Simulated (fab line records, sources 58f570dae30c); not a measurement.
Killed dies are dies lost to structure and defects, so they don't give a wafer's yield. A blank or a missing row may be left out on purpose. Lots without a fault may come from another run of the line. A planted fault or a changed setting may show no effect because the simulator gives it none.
Chamber matching | flow berkeley_cmos170 | UCB170_M2_ETCH_17 on rie_diel-01: 4 sister chambers
The step etches BARC in N2/H2. 4 wafers are shown with their chamber, then 7 later ones without.

WAFERS WITH THEIR CHAMBER
wafer  | chamber | throttle_valve_pct (%)
L106.1 | 3       | 12.92
L108.5 | 1       | 13.42
L110.2 | 2       | 12.90
L110.3 | 0       | 13.32

WAFERS WITHOUT THEIR CHAMBER
wafer  | throttle_valve_pct (%)
L110.4 | 13.42
L113.1 | 13.32
L113.5 | 13.42
L113.6 | 12.92
L114.1 | 13.32
L114.2 | 13.41
L114.4 | 12.91

WHICH CHAMBER EACH WENT THROUGH
wafer  | from the rows above     | in truth
L110.4 | 1                       | 1
L113.1 | 0                       | 0
L113.5 | 1                       | 1
L113.6 | 3                       | 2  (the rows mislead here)
L114.1 | 0                       | 0
L114.2 | 1                       | 1
L114.4 | can't be placed: 2 or 3 | 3
Placed correctly: 5 of 7. Can't be placed from these rows: 1 (the true chamber is among the candidates in 1). Placed wrongly: 1.
How it was worked out, from the rows above alone: a wafer's distance from a chamber is the root of the sum, over the readings, of the square of ((its reading less the chamber's mean) divided by the reading's scatter). The wafer belongs to the nearest chamber; if the next one is less than 2 further off, it can't be placed. A chamber's mean is the mean of its shown wafers. The scatter: with one shown wafer a chamber, the root of the mean of the squares of how far each hidden wafer lies from its nearest shown one.
